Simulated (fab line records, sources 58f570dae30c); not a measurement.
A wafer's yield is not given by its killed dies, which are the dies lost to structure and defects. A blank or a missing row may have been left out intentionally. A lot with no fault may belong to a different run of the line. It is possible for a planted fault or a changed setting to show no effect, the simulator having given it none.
Problem report in the 8D (eight disciplines) form, filled by code | flow berkeleyCmos170 | the parts of the form that need people (team, actions taken, sign-off) are left out

1. WHAT WENT WRONG
Mean of rfFwdPowerW at UCB170_V1_CVD_00: 614.0 W across 3 wafers in 3 lots; on wafers with no fault it is 548.4 W (standard deviation 1.7). That is +39 standard deviations from the usual mean.
The step: deposits SiO2 from TEOS/O2, target thk 2000 nm, time 250 s.
First observed at day 9 11:47: wafer L571.5, on pecvd-02. Wafers with a number at this step in the record: 39, from 15 lots. Rule for "out" (also "out of limits"): further than 4 standard deviations from the usual mean. All remaining wafers that have a number are taken as sound.

2. WHAT IT IS, AND WHAT IT ISN'T
question                    | is                     | is not
which readings at this step | rfFwdPowerW            | heaterPowerW, susceptorTempC
which lots                  | L571, L572, L574       | L561, L563, L564, L565, L566, L567, L575, L577, L578, L580, L582, L584
which wafers of those lots  | all that have a number | -
read on which tools         | pecvd-02               | pecvd-01, pecvd-04
when                        | from day 9 11:47       | up to then (18 sound wafers); but 18 sound wafers of L575, L577, L578, L580, L582, L584 came after

3. WHAT RULES OUT EACH SUSPECT
Counting: a tool at a process step up to the reading stays a suspect if it ran every lot that is out and no sound lot after the first of them.
- pecvd-02 at UCB170_V1_CVD_00 (deposits SiO2 from TEOS/O2, target thk 2000 nm, time 250 s): kept. It ran every lot that is out, first L571 (day 9 11:47), and no sound lot after that; its last sound lot up to then is L567 (day 8 16:25). On those wafers its own readings are out: rfFwdPowerW.
After counting, what remains is pecvd-02 at UCB170_V1_CVD_00.

4. THE CAUSE (what the simulator had put in)
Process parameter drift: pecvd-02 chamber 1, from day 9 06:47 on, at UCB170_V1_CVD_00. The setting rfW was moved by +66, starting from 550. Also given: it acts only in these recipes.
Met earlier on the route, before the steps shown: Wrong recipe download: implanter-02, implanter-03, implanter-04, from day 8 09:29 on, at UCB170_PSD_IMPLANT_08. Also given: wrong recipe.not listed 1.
The count eliminated every tool but this one.

5. SEQUENCE OF EFFECTS, ordered by route
Rows list readings where the struck wafers' mean (over those with a number) sits beyond 3 standard deviations from the usual. Scope: only readings with a usual standard deviation given in the record; hours: median across lots of the time from each lot's start at the first step in this table that gives one to its start at this step; sigmas: change in usual standard deviations.
hours | step                  | reading     | usual   | on struck wafers | change | sigmas
0     | UCB170_V1_CVD_00      | rfFwdPowerW | 548.4 W | 614.0            | +65.6  | +39
0     | UCB170_V1_THK_MEAS_01 | V1_TEOS_THK | 2008 nm | 2084             | +76    | +3.2
Its process steps:
- UCB170_V1_CVD_00: deposits SiO2 from TEOS/O2, target thk 2000 nm, time 250 s.
Later measuring or inspecting steps at which every struck wafer that the step has a row for has a number for every such reading, and none has moved that far: UCB170_V1_THK_MEAS_04.

6. WHAT WOULD HAVE CAUGHT IT SOONER
First out-of-limits reading in this record: day 9 11:47, which is 5 hours after fault onset at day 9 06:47.
